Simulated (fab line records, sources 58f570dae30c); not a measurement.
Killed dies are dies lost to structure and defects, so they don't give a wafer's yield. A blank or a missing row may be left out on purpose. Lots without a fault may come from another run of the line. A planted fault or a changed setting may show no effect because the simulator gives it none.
Split-lot experiment | flow berkeley_cmos170 | 5 lots, 23 wafers read, on a route of 331 steps

THE SPLIT
At UCB170_M3_EXPOSE_12 (exposes mask METAL3, target cd 700 nm), the setting dose_mj was moved away from the recipe's 26 on 8 of the 23 wafers read, by -5.9% to +6.2%. The other wafers ran this setting at the recipe's value.

FROM THE SPLIT TO THE READING: what the file shows between them, 6 steps
- UCB170_M3_PEB_13
- UCB170_M3_DEVELOP_14: develop time 45 s
- UCB170_M3_CD_MEAS_15: target cd 700 nm
- UCB170_M3_ETCH_17: etches BARC in N2/H2
- UCB170_M3_METAL_ETCH_18: etches Al in Cl2/BCl3, stops on SiO2, target depth 1170 nm, time 195 s
- UCB170_M3_STRIP_19: strips in O2

THE READING
cd_nm, in nm, at UCB170_M3_CD_MEAS_90 (target cd 700 nm). Fault-free wafers of this fab line usually give 701 nm, standard deviation 3.8 nm.

wafer  | tool, chamber at the split | dose_mj as run | against the recipe | cd_nm, nm | against lot-mates on the recipe
L074.1 | krf_scanner-02, 0          | 27.62          | +6.2%              | 690       | -12
L074.2 | krf_scanner-02, 0          | 26             | recipe             | 700       | -
L074.3 | krf_scanner-02, 0          | 26             | recipe             | 704       | -
L074.4 | krf_scanner-02, 0          | 26             | recipe             | 702       | -
L074.6 | krf_scanner-02, 0          | 27.62          | +6.2%              | 692       | -10
L078.1 | krf_scanner-01, 0          | 26             | recipe             | 701       | -
L078.2 | krf_scanner-01, 0          | 26             | recipe             | 705       | -
L078.3 | krf_scanner-01, 0          | 26             | recipe             | 702       | -
L078.4 | krf_scanner-01, 0          | 26             | recipe             | 705       | -
L078.6 | krf_scanner-01, 0          | 26             | recipe             | 705       | -
L079.2 | krf_scanner-02, 0          | 26             | recipe             | 708       | -
L079.3 | krf_scanner-02, 0          | 24.73          | -4.9%              | 715       | +8
L079.4 | krf_scanner-02, 0          | 24.73          | -4.9%              | 717       | +10
L079.5 | krf_scanner-02, 0          | 26             | recipe             | 705       | -
L079.6 | krf_scanner-02, 0          | 24.73          | -4.9%              | 717       | +10
L084.2 | krf_scanner-02, 0          | 26             | recipe             | 697       | -
L084.4 | krf_scanner-02, 0          | 26             | recipe             | 700       | -
L084.5 | krf_scanner-02, 0          | 26             | recipe             | 701       | -
L083.1 | krf_scanner-01, 0          | 26             | recipe             | 699       | -
L083.3 | krf_scanner-01, 0          | 24.46          | -5.9%              | 713       | +16
L083.4 | krf_scanner-01, 0          | 26             | recipe             | 696       | -
L083.5 | krf_scanner-01, 0          | 24.46          | -5.9%              | 710       | +12
L083.6 | krf_scanner-01, 0          | 24.46          | -5.9%              | 707       | +10

THE FIT
A straight line over all 23 wafers: cd_nm changes by -1.9 nm for each +1% of dose_mj; r = -0.87; the points scatter about the line by 3.7 nm.
The same after taking each lot's own level away (the mean of its wafers on the recipe; 23 wafers): -1.96 nm for each +1%; r = -0.96; scatter 1.8 nm.
On that fit, the largest move of dose_mj shifts the reading by 12 nm.
The lots' own levels span 697.5 to 706.5 nm, that is 2.4 times the standard deviation above.
So the lot-to-lot level changes the slope little: the two slopes agree.
Check: with one of the wafers moved furthest among these (+6.2%) left out of the fit, the line predicts -11.9 nm for it against its lot-mates. It came out at -12 nm against them.

OTHER SPLITS ON THESE WAFERS
These wafers also went through other splits before the reading. Each is held against what the fit with the lots' levels taken away leaves over:
other split on the same wafers | wafers away from the commonest value | r with cd_nm (lot level and that fit taken away)
UCB170_V2_ETCH_14 time_s       | 8                                    | +0.31

THE WHOLE CHAIN: every reading that the file lists as answering this split, in the file's order
step                    | what it does                                                           | reading                                                   | change (the file's fit)              | r (the file's)
UCB170_M3_CD_MEAS_15    | target cd 700 nm                                                       | cd_nm                                                     | -1.81 nm for each +1% of the setting | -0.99
UCB170_M3_ETCH_17       | etches BARC in N2/H2                                                   | M3.cd_nm (the simulator's own value, which no gauge read) | -1.77 nm for each +1% of the setting | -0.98
UCB170_M3_METAL_ETCH_18 | etches Al in Cl2/BCl3, stops on SiO2, target depth 1170 nm, time 195 s | M3.cd_nm (the simulator's own value, which no gauge read) | -1.94 nm for each +1% of the setting | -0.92
UCB170_M3_CD_MEAS_90    | target cd 700 nm                                                       | cd_nm                                                     | -1.94 nm for each +1% of the setting | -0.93

THE FILE'S OWN FIT
cd_nm changes by -1.94 nm for each +1% of dose_mj, r = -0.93.
